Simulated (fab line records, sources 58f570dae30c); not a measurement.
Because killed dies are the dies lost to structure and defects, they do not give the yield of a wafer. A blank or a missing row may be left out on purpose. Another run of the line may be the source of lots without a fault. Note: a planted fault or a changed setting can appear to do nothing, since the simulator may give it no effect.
The tool behind it: which one? :: flow berkeley-cmos170 :: 14 lots, 42 wafers sampled, at 4 steps of a route of 331

== WHAT THE GAUGES SHOWED, per wafer ==
UCB170_FIELD_THK_MEAS_90.
lot: L310
measured: day 5 20:58
on: film-metro-04
FIELD_OXIDE_LEFT_1_THK (nm): 464 472 465

lot: L308
measured: day 5 20:58
on: film-metro-03
FIELD_OXIDE_LEFT_1_THK (nm): 443 439 433

lot: L311
measured: day 5 21:02
on: film-metro-03
FIELD_OXIDE_LEFT_1_THK (nm): 467 461 458

lot: L312
measured: day 6 10:48
on: film-metro-03
FIELD_OXIDE_LEFT_1_THK (nm): 438 450 455

lot: L313
measured: day 6 10:48
on: film-metro-04
FIELD_OXIDE_LEFT_1_THK (nm): 454 444 453

lot: L318
measured: day 7 16:32
on: film-metro-03
FIELD_OXIDE_LEFT_1_THK (nm): 460 451 461

lot: L319
measured: day 7 16:36
on: film-metro-03
FIELD_OXIDE_LEFT_1_THK (nm): 457 447 456

lot: L321
measured: day 8 09:46
on: film-metro-02
FIELD_OXIDE_LEFT_1_THK (nm): 437 434 439

lot: L323
measured: day 8 09:49
on: film-metro-04
FIELD_OXIDE_LEFT_1_THK (nm): 435 427 430

lot: L320
measured: day 8 09:49
on: film-metro-02
FIELD_OXIDE_LEFT_1_THK (nm): 446 442 452

lot: L325
measured: day 9 15:35
on: film-metro-02
FIELD_OXIDE_LEFT_1_THK (nm): 437 444 446

lot: L326
measured: day 9 15:35
on: film-metro-03
FIELD_OXIDE_LEFT_1_THK (nm): 448 452 438

lot: L329
measured: day 10 03:45
on: film-metro-02
FIELD_OXIDE_LEFT_1_THK (nm): 452 451 458

lot: L331
measured: day 10 10:34
on: film-metro-03
FIELD_OXIDE_LEFT_1_THK (nm): 459 462 451

UCB170_M1_RS_MEAS_01: measures by four-point-probe.
lot: L310
measured: day 8 19:14
on: film-metro-02
M1_AL_RS (ohm/sq): 0.0493 0.0493 0.0493

lot: L308
measured: day 8 17:01
on: film-metro-01
M1_AL_RS (ohm/sq): 0.0491 0.0488 0.0487

lot: L311
measured: day 8 16:30
on: film-metro-04
M1_AL_RS (ohm/sq): 0.0474 0.0475 0.0477

lot: L312
measured: day 8 21:43
on: film-metro-02
M1_AL_RS (ohm/sq): 0.0482 0.0488 0.0482

lot: L313
measured: day 8 20:19
on: film-metro-02
M1_AL_RS (ohm/sq): 0.0478 0.0476 0.0475

lot: L318
measured: day 10 12:52
on: film-metro-01
M1_AL_RS (ohm/sq): 0.0481 0.0479 0.0482

lot: L319
measured: day 10 05:52
on: film-metro-01
M1_AL_RS (ohm/sq): 0.0486 0.0486 0.0491

lot: L321
measured: day 10 23:17
on: film-metro-04
M1_AL_RS (ohm/sq): 0.0237 0.0238 0.0238 0.0237 0.0237 0.0238

lot: L323
measured: day 10 23:38
on: film-metro-04
M1_AL_RS (ohm/sq): 0.0489 0.0492 0.0493

lot: L320
measured: day 10 20:22
on: film-metro-04
M1_AL_RS (ohm/sq): 0.0482 0.0482 0.0483

lot: L325
measured: day 12 00:15
on: film-metro-01
M1_AL_RS (ohm/sq): 0.0484 0.0480 0.0482

lot: L326
measured: day 12 02:42
on: film-metro-02
M1_AL_RS (ohm/sq): 0.0240 0.0241 0.0242 0.0240 0.0241 0.0242

lot: L329
measured: day 12 09:54
on: film-metro-01
M1_AL_RS (ohm/sq): 0.0482 0.0481 0.0481

lot: L331
measured: day 12 19:46
on: film-metro-01
M1_AL_RS (ohm/sq): 0.0479 0.0478 0.0479

== WHICH TOOL RAN EACH LOT (tool, then ch and the chambers of the sampled wafers, then the start) ==
lot: L310
UCB170_CONTACT_STRIP_06: plasma-asher-04 ch 0,1, day 8 15:56
UCB170_M1_SPUTTER_00: pvd-sputter-02, day 8 19:10

lot: L308
UCB170_CONTACT_STRIP_06: plasma-asher-03 ch 0,1, day 8 14:28
UCB170_M1_SPUTTER_00: pvd-sputter-02, day 8 16:55

lot: L311
UCB170_CONTACT_STRIP_06: plasma-asher-04 ch 0,1, day 8 14:10
UCB170_M1_SPUTTER_00: pvd-sputter-04, day 8 16:24

lot: L312
UCB170_CONTACT_STRIP_06: plasma-asher-03 ch 0,1, day 8 19:37
UCB170_M1_SPUTTER_00: pvd-sputter-03, day 8 21:39

lot: L313
UCB170_CONTACT_STRIP_06: plasma-asher-03 ch 0,1, day 8 18:22
UCB170_M1_SPUTTER_00: pvd-sputter-04, day 8 20:16

lot: L318
UCB170_CONTACT_STRIP_06: plasma-asher-01 ch 0,1, day 10 07:28
UCB170_M1_SPUTTER_00: pvd-sputter-04, day 10 12:46

lot: L319
UCB170_CONTACT_STRIP_06: plasma-asher-01 ch 0,1, day 10 02:19
UCB170_M1_SPUTTER_00: pvd-sputter-02, day 10 05:46

lot: L321
UCB170_CONTACT_STRIP_06: plasma-asher-04 ch 0,1, day 10 20:37
UCB170_M1_SPUTTER_00: pvd-sputter-03, day 10 22:57

lot: L323
UCB170_CONTACT_STRIP_06: plasma-asher-03 ch 0,1, day 10 21:02
UCB170_M1_SPUTTER_00: pvd-sputter-02, day 10 23:35

lot: L320
UCB170_CONTACT_STRIP_06: plasma-asher-03 ch 0,1, day 10 18:21
UCB170_M1_SPUTTER_00: pvd-sputter-02, day 10 20:17

lot: L325
UCB170_CONTACT_STRIP_06: plasma-asher-01 ch 0,1, day 11 21:50
UCB170_M1_SPUTTER_00: pvd-sputter-02, day 12 00:09

lot: L326
UCB170_CONTACT_STRIP_06: plasma-asher-04 ch 0,1, day 11 23:44
UCB170_M1_SPUTTER_00: pvd-sputter-04, day 12 02:21

lot: L329
UCB170_CONTACT_STRIP_06: plasma-asher-04 ch 0,1, day 12 07:56
UCB170_M1_SPUTTER_00: pvd-sputter-03, day 12 09:50

lot: L331
UCB170_CONTACT_STRIP_06: plasma-asher-01 ch 0,1, day 12 15:23
UCB170_M1_SPUTTER_00: pvd-sputter-02, day 12 19:41
- UCB170_CONTACT_STRIP_06: strips in O2.
- UCB170_M1_SPUTTER_00: material Al, target thk 600 nm, time 80 s.

== WHAT THE TOOLS THEMSELVES READ (means of the sampled wafers that have a number; where no wafer has one, the mark that the record gives instead) ==
UCB170_CONTACT_STRIP_06.
lot: L310
tool: plasma-asher-04
chamber-pressure-mTorr (mTorr): 3502
drypump-motor-current-A (A): 5.6
o2-flow-sccm (sccm): 398.6
oes-product-au (a.u.): 0.737
strip-time-to-endpoint-s (s): 22.00

lot: L308
tool: plasma-asher-03
chamber-pressure-mTorr (mTorr): 3501
drypump-motor-current-A (A): 5.2
o2-flow-sccm (sccm): 399.7
oes-product-au (a.u.): 0.731
strip-time-to-endpoint-s (s): 21.90

lot: L311
tool: plasma-asher-04
chamber-pressure-mTorr (mTorr): 3500
drypump-motor-current-A (A): 5.6
o2-flow-sccm (sccm): 400.8
oes-product-au (a.u.): 0.737
strip-time-to-endpoint-s (s): 21.88

lot: L312
tool: plasma-asher-03
chamber-pressure-mTorr (mTorr): 3501
drypump-motor-current-A (A): 5.6
o2-flow-sccm (sccm): 399.8
oes-product-au (a.u.): 0.734
strip-time-to-endpoint-s (s): 22.08

lot: L313
tool: plasma-asher-03
chamber-pressure-mTorr (mTorr): 3498
drypump-motor-current-A (A): 5.6
o2-flow-sccm (sccm): 400.7
oes-product-au (a.u.): 0.736
strip-time-to-endpoint-s (s): 21.90

lot: L318
tool: plasma-asher-01
chamber-pressure-mTorr (mTorr): 3502
drypump-motor-current-A (A): 5.9
o2-flow-sccm (sccm): 398.9
oes-product-au (a.u.): 0.738
strip-time-to-endpoint-s (s): 21.95

lot: L319
tool: plasma-asher-01
chamber-pressure-mTorr (mTorr): 3495
drypump-motor-current-A (A): 6.2
o2-flow-sccm (sccm): 400.1
oes-product-au (a.u.): 0.731
strip-time-to-endpoint-s (s): 21.85

lot: L321
tool: plasma-asher-04
chamber-pressure-mTorr (mTorr): 3501
drypump-motor-current-A (A): 5.6
o2-flow-sccm (sccm): 398.6
oes-product-au (a.u.): 0.735
strip-time-to-endpoint-s (s): 21.92

lot: L323
tool: plasma-asher-03
chamber-pressure-mTorr (mTorr): 3498
drypump-motor-current-A (A): 5.2
o2-flow-sccm (sccm): 399.9
oes-product-au (a.u.): 0.739
strip-time-to-endpoint-s (s): 21.87

lot: L320
tool: plasma-asher-03
chamber-pressure-mTorr (mTorr): 3499
drypump-motor-current-A (A): 5.6
o2-flow-sccm (sccm): 398.0
oes-product-au (a.u.): 0.736
strip-time-to-endpoint-s (s): 21.89

lot: L325
tool: plasma-asher-01
chamber-pressure-mTorr (mTorr): 3500
drypump-motor-current-A (A): 5.8
o2-flow-sccm (sccm): 399.5
oes-product-au (a.u.): 0.732
strip-time-to-endpoint-s (s): 21.92

lot: L326
tool: plasma-asher-04
chamber-pressure-mTorr (mTorr): 3502
drypump-motor-current-A (A): 5.5
o2-flow-sccm (sccm): 398.9
oes-product-au (a.u.): 0.733
strip-time-to-endpoint-s (s): 21.87

lot: L329
tool: plasma-asher-04
chamber-pressure-mTorr (mTorr): 3500
drypump-motor-current-A (A): 5.2
o2-flow-sccm (sccm): 399.4
oes-product-au (a.u.): 0.740
strip-time-to-endpoint-s (s): 21.91

lot: L331
tool: plasma-asher-01
chamber-pressure-mTorr (mTorr): 3499
drypump-motor-current-A (A): 6.2
o2-flow-sccm (sccm): 399.6
oes-product-au (a.u.): 0.734
strip-time-to-endpoint-s (s): 21.98

UCB170_M1_SPUTTER_00.
lot: L310
tool: pvd-sputter-02
throttle-valve-pct (%): 30.2

lot: L308
tool: pvd-sputter-02
throttle-valve-pct (%): 30.4

lot: L311
tool: pvd-sputter-04
throttle-valve-pct (%): 28.9

lot: L312
tool: pvd-sputter-03
throttle-valve-pct (%): 30.9

lot: L313
tool: pvd-sputter-04
throttle-valve-pct (%): 29.2

lot: L318
tool: pvd-sputter-04
throttle-valve-pct (%): 29.2

lot: L319
tool: pvd-sputter-02
throttle-valve-pct (%): 30.0

lot: L321
tool: pvd-sputter-03
throttle-valve-pct (%): 30.6

lot: L323
tool: pvd-sputter-02
throttle-valve-pct (%): 30.0

lot: L320
tool: pvd-sputter-02
throttle-valve-pct (%): 29.7

lot: L325
tool: pvd-sputter-02
throttle-valve-pct (%): 29.7

lot: L326
tool: pvd-sputter-04
throttle-valve-pct (%): 29.3

lot: L329
tool: pvd-sputter-03
throttle-valve-pct (%): 31.5

lot: L331
tool: pvd-sputter-02
throttle-valve-pct (%): 29.3

== THE ANSWER, worked out from the rows above alone ==
Rule: what is usual is taken from the lots themselves. Put in order of their means at a reading, lots are off if they are a third of the lots or fewer, leave a main group of 4 or more, and stand apart from it by a gap of 3 or more times the standard deviation of the main group's means; of several such gaps the widest counts. A main group is skipped when, at the precision printed for the reading in the tables above, its means are all equal. A lot without any number at a reading at which 4 lots or more have one is off too. Any other lot the step has rows for is counted as sound. The gauges are gone through in route order, then the tools' own readings, and for those a lot's mean is taken as printed above. At the first step where some lot is off, the reading lying furthest off is the one used; lots without a number count as furthest.
Off: L321, L326, seen at UCB170_M1_RS_MEAS_01 (M1_AL_RS). The main group has a mean of 0.0483 ohm/sq with a standard deviation of 0.00054.
If a tool, at a process step before that reading, ran all the lots that are off and no sound lot after the first of them, it fits. The gauges at UCB170_M1_RS_MEAS_01 are tried like those tools. None of those tried fits.

== WHAT HAD BEEN PUT IN BY THE SIMULATOR ==
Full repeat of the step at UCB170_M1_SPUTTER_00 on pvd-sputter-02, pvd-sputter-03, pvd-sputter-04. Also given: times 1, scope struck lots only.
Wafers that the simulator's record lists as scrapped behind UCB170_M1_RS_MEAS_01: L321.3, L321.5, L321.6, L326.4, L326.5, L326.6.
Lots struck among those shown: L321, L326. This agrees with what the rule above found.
